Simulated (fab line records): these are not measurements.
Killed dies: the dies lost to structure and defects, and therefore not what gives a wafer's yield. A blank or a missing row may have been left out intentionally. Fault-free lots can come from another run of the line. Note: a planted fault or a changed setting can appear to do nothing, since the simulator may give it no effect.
fab line records + flow berkeley-cmos170
record
- lots=14
- wafers=42
- last-day=12
route steps=331 shown PVT@123 PLDD@155 PSD@183 NSD@193
lots that met no fault: taken from a fault-free run of the same line
start-h: start of the lot's first displayed wafer, in hours after the record's first day + wait-h: hours since the lot's step before + " identical to the entry in the row above + L1.1+2: a single row standing in for several wafers + - value missing, or start not given + * or withheld: withheld + < > ~ a bound
route shown NAME@n: a module of which the file shows steps, and the number in the route of the first + usual: mean/standard deviation taken from wafers without a fault + same: alike in all rows + chamber/n: place in a boat + sites: the reading at each site + _std_site: the standard deviation of these + _edge_site: outer sites' mean less inner sites' + radius-mm: how far each site lies from the wafer's centre + mask NAME#n: copy n + behind: the most recent tool/chamber to have shaped the wafer + hold: why the lot went on hold/how many hours it stayed there/how the hold came to an end + device: which transistor (n, p or np) failed to switch + end of line: tests of these same wafers at the route's end + a step without rows: its recipe alone + killed: the dies lost at the first sort to structure and to defects; this is not the yield of the wafer + map: a wafer's dies, marking killed ones x, the rest . and places with no die _
set.NAME: the setting that was run; set.NAME@STEP: the one run at that earlier step + model.NAME: the simulator's own value behind a step, which no gauge read
route steps across a sampled set of lots; one table per step, one row per wafer
services: from which hour (start-h, from the record's first day; less than 0 if before it) a tool's chamber was out of use, for how many hours, and why
## steps
# step UCB170_PVT_STRIP_08
# recipe
- chemistry=O2
- power-w=400
- pressure-mtorr=3500
- platen-temp-c=withheld
- o2-flow-sccm=400
- overash-fraction=0.5
# usual
- drypump-motor-current-A=5.8/0.59
- oes-product-au=0.734/0.0043
- strip-time-to-endpoint-s=21.65/0.055
| lot.wafer | tool            | chamber | start-h | wait-h | drypump-motor-current-A | oes-product-au | rf-hours-counter-h | strip-time-to-endpoint-s |
|-----------|-----------------|---------|---------|--------|-------------------------|----------------|--------------------|--------------------------|
| L992.1    | plasma-asher-01 | 0       | 150.15  | 0.1    | 5.6                     | 0.729          | 39                 | 21.65                    |
| L992.5    | "               | 1       | "       | "      | 5.5                     | 0.737          | -                  | 21.66                    |
| L992.6    | "               | 0       | "       | "      | 5.6                     | 0.735          | -                  | 21.70                    |
| L991.1    | plasma-asher-04 | 0       | 150.42  | 0.1    | 5.1                     | 0.732          | 3                  | 21.55                    |
| L991.4    | "               | 0       | "       | "      | 5.1                     | 0.740          | -                  | 21.66                    |
| L991.5    | "               | 1       | "       | "      | 6.7                     | 0.737          | -                  | 21.64                    |
| L995.1    | plasma-asher-03 | 0       | 157.53  | 0.1    | 5.4                     | 0.740          | 35                 | 21.72                    |
| L995.2    | "               | 1       | "       | "      | 6.6                     | 0.737          | 35                 | 21.60                    |
| L995.3    | "               | 0       | "       | "      | 5.4                     | 0.735          | -                  | 21.68                    |
| L993.2    | plasma-asher-01 | 1       | 157.61  | 0.1    | 5.5                     | 0.731          | 40                 | 21.61                    |
| L993.3    | "               | 0       | "       | "      | 5.6                     | 0.728          | -                  | 21.59                    |
| L993.5    | "               | 1       | "       | "      | 5.5                     | 0.735          | -                  | 21.58                    |
| L994.1    | plasma-asher-03 | 0       | 157.74  | 0.1    | 5.4                     | 0.735          | 35                 | 21.67                    |
| L994.2    | "               | 1       | "       | "      | 6.6                     | 0.735          | 35                 | 21.59                    |
| L994.4    | "               | 1       | "       | "      | 6.6                     | 0.736          | -                  | 21.69                    |
| L996.1    | plasma-asher-03 | 0       | 185.18  | 0.1    | 5.4                     | 0.736          | 39                 | 21.60                    |
| L996.2    | "               | 1       | "       | "      | 6.6                     | 0.736          | 39                 | 21.49                    |
| L996.4    | "               | 0       | "       | "      | 5.4                     | 0.735          | -                  | 21.57                    |
| L998.2    | plasma-asher-01 | 0       | 193.80  | 0.1    | 5.6                     | 0.733          | 45                 | 21.62                    |
| L998.4    | "               | 1       | "       | "      | 5.5                     | 0.736          | -                  | 21.71                    |
| L998.5    | "               | 1       | "       | "      | 5.5                     | 0.735          | -                  | 21.71                    |
| L999.2    | plasma-asher-04 | 0       | 193.85  | 0.1    | 5.1                     | 0.732          | 9                  | 21.67                    |
| L999.5    | "               | 1       | "       | "      | 6.7                     | 0.740          | -                  | 21.71                    |
| L999.6    | "               | 0       | "       | "      | 5.1                     | 0.731          | -                  | 21.64                    |
| L100.1    | plasma-asher-03 | 0       | 194.12  | 0.1    | 5.4                     | 0.736          | 40                 | 21.67                    |
| L100.4    | "               | 0       | "       | "      | 5.4                     | 0.733          | -                  | 21.64                    |
| L100.5    | "               | 1       | "       | "      | 6.6                     | 0.736          | -                  | 21.71                    |
| L997.3    | plasma-asher-01 | 0       | 194.39  | 0.1    | 5.6                     | 0.726          | -                  | 21.71                    |
| L997.4    | "               | 1       | "       | "      | 5.5                     | 0.739          | -                  | 21.73                    |
| L997.5    | "               | 1       | "       | "      | 5.5                     | 0.732          | -                  | 21.76                    |
| L101.1    | plasma-asher-01 | 1       | 194.67  | 0.1    | 5.5                     | 0.737          | 45                 | 21.62                    |
| L101.3    | "               | 0       | "       | "      | 5.6                     | 0.738          | -                  | 21.65                    |
| L101.6    | "               | 1       | "       | "      | 5.5                     | 0.742          | -                  | 21.56                    |
| L108.2    | plasma-asher-04 | 1       | 211.80  | 0.1    | 6.7                     | 0.746          | 11                 | 21.63                    |
| L108.5    | "               | 0       | "       | "      | 5.1                     | 0.734          | -                  | 21.66                    |
| L108.6    | "               | 1       | "       | "      | 6.7                     | 0.738          | -                  | 21.62                    |
| L106.1    | plasma-asher-04 | 0       | 212.39  | 0.1    | 5.1                     | 0.728          | 11                 | 21.64                    |
| L106.2    | "               | 1       | "       | "      | 6.6                     | 0.737          | 11                 | 21.61                    |
| L106.5    | "               | 1       | "       | "      | 6.7                     | 0.736          | -                  | 21.63                    |
| L111.2    | plasma-asher-04 | 1       | 245.13  | 0.1    | 6.7                     | 0.731          | 15                 | 21.61                    |
| L111.3    | "               | 0       | "       | "      | 5.1                     | 0.733          | -                  | 21.61                    |
| L111.5    | "               | 0       | "       | "      | 5.1                     | 0.739          | -                  | 21.64                    |
# step UCB170_PLDD_STRIP_10
# recipe
- chemistry=O2
- power-w=400
- pressure-mtorr=3500
- platen-temp-c=withheld
- o2-flow-sccm=400
- overash-fraction=0.5
# usual
- drypump-motor-current-A=6.0/0.64
- oes-product-au=0.734/0.005
- strip-time-to-endpoint-s=21.65/0.07
| lot.wafer | tool            | chamber | start-h | wait-h | drypump-motor-current-A | oes-product-au | rf-hours-counter-h | strip-time-to-endpoint-s |
|-----------|-----------------|---------|---------|--------|-------------------------|----------------|--------------------|--------------------------|
| L991.1    | plasma-asher-03 | 1       | 165.22  | 0.1    | 6.6                     | 0.731          | 36                 | 21.66                    |
| L991.4    | "               | 1       | "       | "      | 6.6                     | 0.733          | -                  | 21.70                    |
| L991.5    | "               | 1       | "       | "      | 6.6                     | 0.731          | -                  | 21.62                    |
| L992.1    | plasma-asher-04 | 1       | 165.57  | 0.1    | 6.7                     | 0.731          | 5                  | 21.59                    |
| L992.5    | "               | 1       | "       | "      | 6.7                     | 0.733          | -                  | 21.66                    |
| L992.6    | "               | 0       | "       | "      | 5.1                     | 0.739          | -                  | 21.72                    |
| L993.2    | plasma-asher-04 | 0       | 176.74  | 0.1    | 5.1                     | 0.738          | 6                  | 21.60                    |
| L993.3    | "               | 1       | "       | "      | 6.8                     | 0.730          | -                  | 21.67                    |
| L993.5    | "               | 1       | "       | "      | 6.8                     | 0.740          | -                  | 21.62                    |
| L995.1    | plasma-asher-04 | 1       | 177.47  | 0.1    | 6.7                     | 0.735          | 6                  | 21.73                    |
| L995.2    | "               | 0       | "       | "      | 5.1                     | 0.721          | 6                  | 21.65                    |
| L995.3    | "               | 0       | "       | "      | 5.1                     | 0.730          | -                  | 21.69                    |
| L994.1    | plasma-asher-03 | 0       | 177.78  | 0.1    | 5.4                     | 0.739          | 38                 | 21.73                    |
| L994.2    | "               | 1       | "       | "      | 6.6                     | 0.736          | 38                 | 21.76                    |
| L994.4    | "               | 1       | "       | "      | 6.6                     | 0.734          | -                  | 21.77                    |
| L996.1    | plasma-asher-03 | 0       | 203.62  | 0.1    | 5.4                     | 0.736          | 41                 | 21.62                    |
| L996.2    | "               | 1       | "       | "      | 6.6                     | 0.729          | 41                 | 21.55                    |
| L996.4    | "               | 0       | "       | "      | 5.4                     | 0.732          | -                  | 21.53                    |
| L100.1    | plasma-asher-03 | 1       | 214.50  | 0.1    | 6.6                     | 0.738          | 42                 | 21.59                    |
| L100.4    | "               | 0       | "       | "      | 5.3                     | 0.731          | -                  | 21.59                    |
| L100.5    | "               | 1       | "       | "      | 6.6                     | 0.727          | -                  | 21.65                    |
| L998.2    | plasma-asher-02 | 0       | 214.59  | 0.1    | 6.5                     | 0.734          | 51                 | 21.69                    |
| L998.4    | "               | 1       | "       | "      | 5.6                     | 0.740          | -                  | 21.67                    |
| L998.5    | "               | 1       | "       | "      | 5.6                     | 0.736          | -                  | 21.68                    |
| L101.1    | plasma-asher-04 | 0       | 214.62  | 0.1    | 5.1                     | 0.734          | 12                 | 21.70                    |
| L101.3    | "               | 1       | "       | "      | 6.7                     | 0.732          | -                  | 21.62                    |
| L101.6    | "               | 1       | "       | "      | 6.8                     | 0.741          | -                  | 21.60                    |
| L997.3    | plasma-asher-03 | 1       | 214.83  | 0.1    | 6.6                     | 0.731          | -                  | 21.69                    |
| L997.4    | "               | 0       | "       | "      | 5.3                     | 0.744          | -                  | 21.71                    |
| L997.5    | "               | 0       | "       | "      | 5.3                     | 0.732          | -                  | 21.66                    |
| L999.2    | plasma-asher-02 | 1       | 214.89  | 0.1    | 5.6                     | 0.733          | 51                 | 21.60                    |
| L999.5    | "               | 1       | "       | "      | 5.6                     | 0.729          | -                  | 21.54                    |
| L999.6    | "               | 0       | "       | "      | 6.6                     | 0.745          | -                  | 21.60                    |
| L106.1    | plasma-asher-02 | 0       | 229.57  | 0.1    | 6.5                     | 0.733          | 52                 | 21.66                    |
| L106.2    | "               | 1       | "       | "      | 5.6                     | 0.727          | 52                 | 21.63                    |
| L106.5    | "               | 1       | "       | "      | 5.6                     | 0.737          | -                  | 21.67                    |
| L108.2    | plasma-asher-03 | 1       | 230.12  | 0.1    | 6.6                     | 0.734          | 44                 | 21.56                    |
| L108.5    | "               | 0       | "       | "      | 5.4                     | 0.729          | -                  | 21.60                    |
| L108.6    | "               | 1       | "       | "      | 6.6                     | 0.739          | -                  | 21.62                    |
| L111.2    | plasma-asher-04 | 0       | 259.28  | 0.1    | 5.1                     | 0.739          | 17                 | 21.84                    |
| L111.3    | "               | 0       | "       | "      | 5.1                     | 0.731          | -                  | 21.80                    |
| L111.5    | "               | 1       | "       | "      | 6.7                     | 0.733          | -                  | 21.75                    |
# step UCB170_PSD_IMPLANT_08
# recipe
- species=B
- dose-cm2=3e+15
- energy-kev=20
- tilt-deg=7
# usual
- beam-on-s=9.98/0.21
- dose-ions-cm2=2.999e+15/3.2e+12
- faraday-current-uA=9275/180
| lot.wafer | tool         | chamber | start-h | wait-h | beam-on-s | dose-ions-cm2 | faraday-current-uA |
|-----------|--------------|---------|---------|--------|-----------|---------------|--------------------|
| L992.1    | implanter-03 | 0       | 175.51  | 0.0    | 10.09     | 2.997e+15     | 9171               |
| L992.5    | "            | 0       | "       | "      | 9.88      | 2.998e+15     | 9356               |
| L992.6    | "            | 0       | "       | "      | 10.14     | 2.994e+15     | 9166               |
| L991.1    | implanter-02 | 0       | 175.89  | 0.0    | 10.25     | 2.998e+15     | 9061               |
| L991.4    | "            | 0       | "       | "      | 9.90      | 3.008e+15     | 9322               |
| L991.5    | "            | 0       | "       | "      | 9.66      | 3e+15         | 9590               |
| L993.2    | implanter-03 | 0       | 187.24  | 0.0    | 10.38     | 2.998e+15     | 8901               |
| L993.3    | "            | 0       | "       | "      | 10.28     | 3.001e+15     | 8973               |
| L993.5    | "            | 0       | "       | "      | 9.60      | 2.997e+15     | 9587               |
| L995.1    | implanter-02 | 0       | 187.33  | 0.0    | 10.01     | 2.997e+15     | 9274               |
| L995.2    | "            | 0       | "       | "      | 9.85      | 2.991e+15     | 9407               |
| L995.3    | "            | 0       | "       | "      | 9.80      | 2.993e+15     | 9466               |
| L994.1    | implanter-01 | 0       | 187.60  | 0.0    | 10.05     | 3.003e+15     | 9196               |
| L994.2    | "            | 0       | "       | "      | 10.61     | 3.002e+15     | 8736               |
| L994.4    | "            | 0       | "       | "      | 9.87      | 3.001e+15     | 9400               |
| L996.1    | implanter-03 | 0       | 211.69  | 0.0    | 9.76      | 2.994e+15     | 9462               |
| L996.2    | "            | 0       | "       | "      | 9.83      | 3e+15         | 9411               |
| L996.4    | "            | 0       | "       | "      | 10.29     | 2.995e+15     | 8997               |
| L100.1    | implanter-02 | 0       | 220.16  | 0.0    | 10.17     | 3.003e+15     | 9088               |
| L100.4    | "            | 0       | "       | "      | 10.14     | 2.998e+15     | 9107               |
| L100.5    | "            | 0       | "       | "      | 10.24     | 2.999e+15     | 9052               |
| L998.2    | implanter-01 | 0       | 225.67  | 0.0    | 10.34     | 3.004e+15     | 8963               |
| L998.4    | "            | 0       | "       | "      | 9.93      | 3e+15         | 9278               |
| L998.5    | "            | 0       | "       | "      | 10.00     | 2.999e+15     | 9270               |
| L101.1    | implanter-02 | 0       | 225.76  | 0.0    | 9.97      | 2.994e+15     | 9304               |
| L101.3    | "            | 0       | "       | "      | 9.91      | 3e+15         | 9377               |
| L101.6    | "            | 0       | "       | "      | 9.83      | 3.003e+15     | 9417               |
| L997.3    | implanter-03 | 0       | 226.09  | 0.1    | 9.92      | 2.998e+15     | 9326               |
| L997.4    | "            | 0       | "       | "      | 9.86      | 2.999e+15     | 9384               |
| L997.5    | "            | 0       | "       | "      | 10.28     | 2.998e+15     | 9046               |
| L999.2    | implanter-01 | 0       | 226.33  | 0.0    | 9.96      | 2.727e+15     | 8484               |
| L999.5    | "            | 0       | "       | "      | 9.66      | 2.73e+15      | 8701               |
| L999.6    | "            | 0       | "       | "      | 9.95      | 2.729e+15     | 8423               |
| L108.2    | implanter-01 | 0       | 239.64  | 0.0    | 9.83      | 2.731e+15     | 8607               |
| L108.5    | "            | 0       | "       | "      | 10.14     | 2.727e+15     | 8354               |
| L108.6    | "            | 0       | "       | "      | 9.63      | 2.732e+15     | 8762               |
| L106.1    | implanter-02 | 0       | 240.14  | 0.0    | 9.98      | 2.997e+15     | 9283               |
| L106.2    | "            | 0       | "       | "      | 10.09     | 2.996e+15     | 9201               |
| L106.5    | "            | 0       | "       | "      | 9.87      | 2.999e+15     | 9383               |
| L111.2    | implanter-03 | 0       | 267.84  | 0.0    | 9.74      | 3.004e+15     | 9537               |
| L111.3    | "            | 0       | "       | "      | 9.63      | 3.001e+15     | 9621               |
| L111.5    | "            | 0       | "       | "      | 10.05     | 3.009e+15     | 9262               |
# step UCB170_PSD_STRIP_09
# recipe
- chemistry=O2
- power-w=400
- pressure-mtorr=3500
- platen-temp-c=withheld
- o2-flow-sccm=400
- overash-fraction=0.5
# usual
- drypump-motor-current-A=5.8/0.58
- oes-product-au=0.600/0.0045
- strip-time-to-endpoint-s=29.40/0.064
| lot.wafer | tool            | chamber | start-h | wait-h | drypump-motor-current-A | oes-product-au | rf-hours-counter-h | strip-time-to-endpoint-s |
|-----------|-----------------|---------|---------|--------|-------------------------|----------------|--------------------|--------------------------|
| L992.1    | plasma-asher-01 | 0       | 175.66  | 0.1    | 5.5                     | 0.606          | 42                 | 29.47                    |
| L992.5    | "               | 0       | "       | "      | 5.5                     | 0.603          | -                  | 29.37                    |
| L992.6    | "               | 1       | "       | "      | 5.5                     | 0.601          | -                  | 29.42                    |
| L991.1    | plasma-asher-04 | 0       | 176.04  | 0.1    | 5.1                     | 0.592          | 6                  | 29.35                    |
| L991.4    | "               | 0       | "       | "      | 5.1                     | 0.592          | -                  | 29.45                    |
| L991.5    | "               | 1       | "       | "      | 6.7                     | 0.597          | -                  | 29.49                    |
| L993.2    | plasma-asher-03 | 1       | 187.36  | 0.1    | 6.5                     | 0.597          | 39                 | 29.45                    |
| L993.3    | "               | 1       | "       | "      | 6.5                     | 0.597          | -                  | 29.39                    |
| L993.5    | "               | 1       | "       | "      | 6.6                     | 0.595          | -                  | 29.45                    |
| L995.1    | plasma-asher-01 | 1       | 187.48  | 0.1    | 5.5                     | 0.607          | 44                 | 29.36                    |
| L995.2    | "               | 0       | "       | "      | 5.6                     | 0.594          | 44                 | 29.40                    |
| L995.3    | "               | 1       | "       | "      | 5.5                     | 0.597          | -                  | 29.33                    |
| L994.1    | plasma-asher-04 | 1       | 187.75  | 0.1    | 6.7                     | 0.599          | 8                  | 29.36                    |
| L994.2    | "               | 0       | "       | "      | 5.1                     | 0.603          | 8                  | 29.38                    |
| L994.4    | "               | 1       | "       | "      | 6.7                     | 0.592          | -                  | 29.32                    |
| L996.1    | plasma-asher-03 | 1       | 211.84  | 0.1    | 6.5                     | 0.603          | 42                 | 29.33                    |
| L996.2    | "               | 0       | "       | "      | 5.4                     | 0.597          | 42                 | 29.43                    |
| L996.4    | "               | 0       | "       | "      | 5.4                     | 0.593          | -                  | 29.43                    |
| L100.1    | plasma-asher-04 | 0       | 220.31  | 0.1    | 5.1                     | 0.595          | 12                 | 29.52                    |
| L100.4    | "               | 1       | "       | "      | 6.6                     | 0.602          | -                  | 29.39                    |
| L100.5    | "               | 0       | "       | "      | 5.1                     | 0.600          | -                  | 29.31                    |
| L998.2    | plasma-asher-01 | 1       | 225.80  | 0.1    | 5.5                     | 0.595          | 49                 | 29.43                    |
| L998.4    | "               | 1       | "       | "      | 5.5                     | 0.603          | -                  | 29.44                    |
| L998.5    | "               | 1       | "       | "      | 5.5                     | 0.599          | -                  | 29.47                    |
| L101.1    | plasma-asher-04 | 0       | 225.91  | 0.1    | 5.1                     | 0.601          | 13                 | 29.39                    |
| L101.3    | "               | 0       | "       | "      | 5.1                     | 0.598          | -                  | 29.34                    |
| L101.6    | "               | 1       | "       | "      | 6.7                     | 0.593          | -                  | 29.45                    |
| L997.3    | plasma-asher-03 | 0       | 226.22  | 0.1    | 5.4                     | 0.605          | -                  | 29.21                    |
| L997.4    | "               | 1       | "       | "      | 6.5                     | 0.605          | -                  | 29.30                    |
| L997.5    | "               | 0       | "       | "      | 5.3                     | 0.599          | -                  | 29.28                    |
| L999.2    | plasma-asher-01 | 0       | 226.45  | 0.1    | 5.5                     | 0.616          | 49                 | 28.43                    |
| L999.5    | "               | 0       | "       | "      | 5.5                     | 0.613          | -                  | 28.43                    |
| L999.6    | "               | 1       | "       | "      | 5.5                     | 0.623          | -                  | 28.45                    |
| L108.2    | plasma-asher-01 | 0       | 239.77  | 0.1    | 5.6                     | 0.611          | 50                 | 28.44                    |
| L108.5    | "               | 0       | "       | "      | 5.6                     | 0.612          | -                  | 28.44                    |
| L108.6    | "               | 1       | "       | "      | 5.5                     | 0.609          | -                  | 28.43                    |
| L106.1    | plasma-asher-04 | 1       | 240.29  | 0.1    | 6.7                     | 0.597          | 14                 | 29.30                    |
| L106.2    | "               | 0       | "       | "      | 5.1                     | 0.598          | 14                 | 29.31                    |
| L106.5    | "               | 0       | "       | "      | 5.1                     | 0.604          | -                  | 29.30                    |
| L111.2    | plasma-asher-03 | 0       | 267.97  | 0.1    | 5.4                     | 0.601          | 49                 | 29.43                    |
| L111.3    | "               | 1       | "       | "      | 6.6                     | 0.601          | -                  | 29.43                    |
| L111.5    | "               | 1       | "       | "      | 6.6                     | 0.602          | -                  | 29.40                    |
# step UCB170_PSD_TW_MEAS_10
# usual
- PSD_TW=2315/21
| lot.wafer | tool          | chamber | start-h | wait-h | PSD_TW |
|-----------|---------------|---------|---------|--------|--------|
| L992.1    | film-metro-03 | -       | 175.76  | 0.1    | 2301   |
| L992.5    | "             | -       | "       | "      | 2284   |
| L992.6    | "             | -       | "       | "      | 2294   |
| L991.1    | film-metro-01 | -       | 176.14  | 0.1    | 2333   |
| L991.4    | "             | -       | "       | "      | 2341   |
| L991.5    | "             | -       | "       | "      | 2343   |
| L993.2    | film-metro-01 | -       | 187.47  | 0.1    | 2342   |
| L993.3    | "             | -       | "       | "      | 2331   |
| L993.5    | "             | -       | "       | "      | 2347   |
| L995.1    | film-metro-03 | -       | 187.58  | 0.1    | 2293   |
| L995.2    | "             | -       | "       | "      | 2288   |
| L995.3    | "             | -       | "       | "      | 2291   |
| L994.1    | film-metro-02 | -       | 187.85  | 0.1    | 2313   |
| L994.2    | "             | -       | "       | "      | 2318   |
| L994.4    | "             | -       | "       | "      | 2305   |
| L996.1    | film-metro-03 | -       | 211.94  | 0.1    | 2284   |
| L996.2    | "             | -       | "       | "      | 2285   |
| L996.4    | "             | -       | "       | "      | 2281   |
| L100.1    | film-metro-03 | -       | 220.41  | 0.1    | 2293   |
| L100.4    | "             | -       | "       | "      | 2299   |
| L100.5    | "             | -       | "       | "      | 2276   |
| L998.2    | film-metro-01 | -       | 225.91  | 0.1    | 2339   |
| L998.4    | "             | -       | "       | "      | 2343   |
| L998.5    | "             | -       | "       | "      | 2337   |
| L101.1    | film-metro-02 | -       | 226.01  | 0.1    | 2319   |
| L101.3    | "             | -       | "       | "      | 2324   |
| L101.6    | "             | -       | "       | "      | 2322   |
| L997.3    | film-metro-03 | -       | 226.31  | 0.1    | 2272   |
| L997.4    | "             | -       | "       | "      | 2288   |
| L997.5    | "             | -       | "       | "      | 2279   |
| L999.2    | film-metro-01 | -       | 226.56  | 0.1    | 2267   |
| L999.5    | "             | -       | "       | "      | 2282   |
| L999.6    | "             | -       | "       | "      | 2265   |
| L108.2    | film-metro-03 | -       | 239.88  | 0.1    | 2219   |
| L108.5    | "             | -       | "       | "      | 2229   |
| L108.6    | "             | -       | "       | "      | 2208   |
| L106.1    | film-metro-03 | -       | 240.39  | 0.1    | 2293   |
| L106.2    | "             | -       | "       | "      | 2293   |
| L106.5    | "             | -       | "       | "      | 2295   |
| L111.2    | film-metro-01 | -       | 268.08  | 0.1    | 2333   |
| L111.3    | "             | -       | "       | "      | 2336   |
| L111.5    | "             | -       | "       | "      | 2333   |
# step UCB170_NSD_CD_MEAS_06
# recipe
- target-cd-nm=1200
# usual
- cd-nm=1199.7/1.6
| lot.wafer | tool      | chamber | start-h | wait-h | cd-nm  |
|-----------|-----------|---------|---------|--------|--------|
| L992.1    | cd-sem-01 | -       | 178.32  | -      | 1197.3 |
| L992.5    | "         | -       | "       | "      | 1197.3 |
| L992.6    | "         | -       | "       | "      | 1197.3 |
| L991.1    | cd-sem-02 | -       | 178.91  | -      | 1198.1 |
| L991.4    | "         | -       | "       | "      | 1197.1 |
| L991.5    | "         | -       | "       | "      | 1199.1 |
| L993.2    | cd-sem-01 | -       | 190.13  | -      | 1200.1 |
| L993.3    | "         | -       | "       | "      | 1199.1 |
| L993.5    | "         | -       | "       | "      | 1199.9 |
| L994.1    | cd-sem-01 | -       | 190.44  | -      | 1201.1 |
| L994.2    | "         | -       | "       | "      | 1199.9 |
| L994.4    | "         | -       | "       | "      | 1200.1 |
| L995.1    | cd-sem-02 | -       | 190.72  | -      | 1199.4 |
| L995.2    | "         | -       | "       | "      | 1201.3 |
| L995.3    | "         | -       | "       | "      | 1199.9 |
| L996.1    | cd-sem-01 | -       | 213.93  | -      | 1197.2 |
| L996.2    | "         | -       | "       | "      | 1197.7 |
| L996.4    | "         | -       | "       | "      | 1197.7 |
| L100.1    | cd-sem-02 | -       | 227.39  | -      | 1198.5 |
| L100.4    | "         | -       | "       | "      | 1196.1 |
| L100.5    | "         | -       | "       | "      | 1199.2 |
| L998.2    | cd-sem-02 | -       | 227.68  | -      | 1199.5 |
| L998.4    | "         | -       | "       | "      | 1198.7 |
| L998.5    | "         | -       | "       | "      | 1198.3 |
| L101.1    | cd-sem-01 | -       | 227.94  | -      | 1201.9 |
| L101.3    | "         | -       | "       | "      | 1202.1 |
| L101.6    | "         | -       | "       | "      | 1201.5 |
| L997.3    | cd-sem-02 | -       | 228.46  | -      | 1200.8 |
| L997.4    | "         | -       | "       | "      | 1200.9 |
| L997.5    | "         | -       | "       | "      | 1201.6 |
| L999.2    | cd-sem-01 | -       | 228.72  | -      | 1200.1 |
| L999.5    | "         | -       | "       | "      | 1199.2 |
| L999.6    | "         | -       | "       | "      | 1201.0 |
| L108.2    | cd-sem-01 | -       | 243.69  | -      | 1201.7 |
| L108.5    | "         | -       | "       | "      | 1200.6 |
| L108.6    | "         | -       | "       | "      | 1199.0 |
| L106.1    | cd-sem-02 | -       | 244.39  | -      | 1201.3 |
| L106.2    | "         | -       | "       | "      | 1201.1 |
| L106.5    | "         | -       | "       | "      | 1201.4 |
| L111.2    | cd-sem-02 | -       | 270.26  | -      | 1202.4 |
| L111.3    | "         | -       | "       | "      | 1201.2 |
| L111.5    | "         | -       | "       | "      | 1202.2 |
# step UCB170_SDANNEAL_RS_MEAS_02
# recipe
- thk-meas-gauge=four-point-probe
# usual
- PSD_RS=75.6/0.32
| lot.wafer | tool          | chamber | start-h | wait-h | PSD_RS[ohm/sq] |
|-----------|---------------|---------|---------|--------|----------------|
| L992.1    | film-metro-02 | -       | 180.03  | 0.0    | 75.9           |
| L992.5    | "             | -       | "       | "      | 75.9           |
| L992.6    | "             | -       | "       | "      | 75.4           |
| L991.1    | film-metro-02 | -       | 180.51  | 0.1    | 76.0           |
| L991.4    | "             | -       | "       | "      | 75.9           |
| L991.5    | "             | -       | "       | "      | 75.7           |
| L993.2    | film-metro-01 | -       | 192.25  | 0.1    | 75.4           |
| L993.3    | "             | -       | "       | "      | 75.5           |
| L993.5    | "             | -       | "       | "      | 75.5           |
| L994.1    | film-metro-03 | -       | 192.68  | 0.0    | 75.4           |
| L994.2    | "             | -       | "       | "      | 75.4           |
| L994.4    | "             | -       | "       | "      | 75.4           |
| L995.1    | film-metro-01 | -       | 192.96  | 0.0    | 75.5           |
| L995.2    | "             | -       | "       | "      | 75.7           |
| L995.3    | "             | -       | "       | "      | 75.7           |
| L996.1    | film-metro-02 | -       | 215.98  | 0.0    | 75.5           |
| L996.2    | "             | -       | "       | "      | 75.7           |
| L996.4    | "             | -       | "       | "      | 75.2           |
| L100.1    | film-metro-02 | -       | 229.55  | 0.0    | 75.5           |
| L100.4    | "             | -       | "       | "      | 76.0           |
| L100.5    | "             | -       | "       | "      | 75.9           |
| L998.2    | film-metro-01 | -       | 229.84  | 0.1    | 75.6           |
| L998.4    | "             | -       | "       | "      | 75.3           |
| L998.5    | "             | -       | "       | "      | 75.3           |
| L101.1    | film-metro-02 | -       | 230.03  | 0.1    | 76.1           |
| L101.3    | "             | -       | "       | "      | 76.2           |
| L101.6    | "             | -       | "       | "      | 75.9           |
| L997.3    | film-metro-03 | -       | 230.49  | 0.1    | 75.9           |
| L997.4    | "             | -       | "       | "      | 75.8           |
| L997.5    | "             | -       | "       | "      | 75.5           |
| L999.2    | film-metro-02 | -       | 230.90  | 0.1    | 81.6           |
| L999.5    | "             | -       | "       | "      | 81.6           |
| L999.6    | "             | -       | "       | "      | 81.5           |
| L108.2    | film-metro-02 | -       | 246.23  | 0.1    | 80.8           |
| L108.5    | "             | -       | "       | "      | 80.6           |
| L108.6    | "             | -       | "       | "      | 80.9           |
| L106.1    | film-metro-01 | -       | 246.83  | 0.0    | 75.5           |
| L106.2    | "             | -       | "       | "      | 75.8           |
| L106.5    | "             | -       | "       | "      | 75.8           |
| L111.2    | film-metro-03 | -       | 272.13  | 0.1    | 75.3           |
| L111.3    | "             | -       | "       | "      | 75.8           |
| L111.5    | "             | -       | "       | "      | 75.2           |
## services
| tool            | chamber | start-h | hours | kind   |
|-----------------|---------|---------|-------|--------|
| plasma-asher-03 | -       | 145.70  | 2.3   | repair |
| implanter-03    | -       | 153.08  | 2.7   | repair |
| implanter-03    | -       | 162.06  | 2.5   | repair |
| plasma-asher-04 | -       | 162.68  | 1.7   | repair |
| plasma-asher-02 | -       | 203.56  | 4.3   | pm     |
| implanter-02    | -       | 263.53  | 3.6   | repair |
## key
first-sign
- step=UCB170_PSD_IMPLANT_08
- reading=dose-ions-cm2
- direction=down
- sigmas=84
- usual=2.999e+15
- struck=2.729e+15
effect
- step=UCB170_PSD_IMPLANT_08
- reading=faraday-current-uA
- direction=down
- sigmas=3.9
- usual=9275
- struck=8555
effect
- step=UCB170_PSD_STRIP_09
- reading=strip-time-to-endpoint-s
- direction=down
- sigmas=15
- usual=*
- struck=*
effect
- step=UCB170_PSD_TW_MEAS_10
- reading=PSD_TW
- direction=down
- sigmas=3.3
- usual=2315
- struck=2245
effect
- step=UCB170_SDANNEAL_RS_MEAS_02
- reading=PSD_RS
- direction=up
- sigmas=18
- usual=75.6
- struck=81.2
met-at UCB170_PSD_IMPLANT_08
struck-lots L999,L108
tester-left-out L999,L108
not-acting-at UCB170_PVT_STRIP_08,UCB170_PLDD_STRIP_10,UCB170_NSD_CD_MEAS_06
onset-between 225.67 226.33
fault
- kind=process-parameter-drift
- tool=implanter-01
- chamber=-
- onset-h=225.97
- steps=UCB170_PSD_IMPLANT_08
- channel=dose-cm2
- offset=-2.7e+14
- shape=step
- end-h=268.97
- acts-in=these-recipes-only
- stated=3e+15
# tester-left-out: of these lots the tester's yield and bins aren't shown, on N5 and GAA mostly nor the transistor test; their killed dies are dies lost to structure and defects alone, not to doping, threshold or leakage, so they don't give the yield
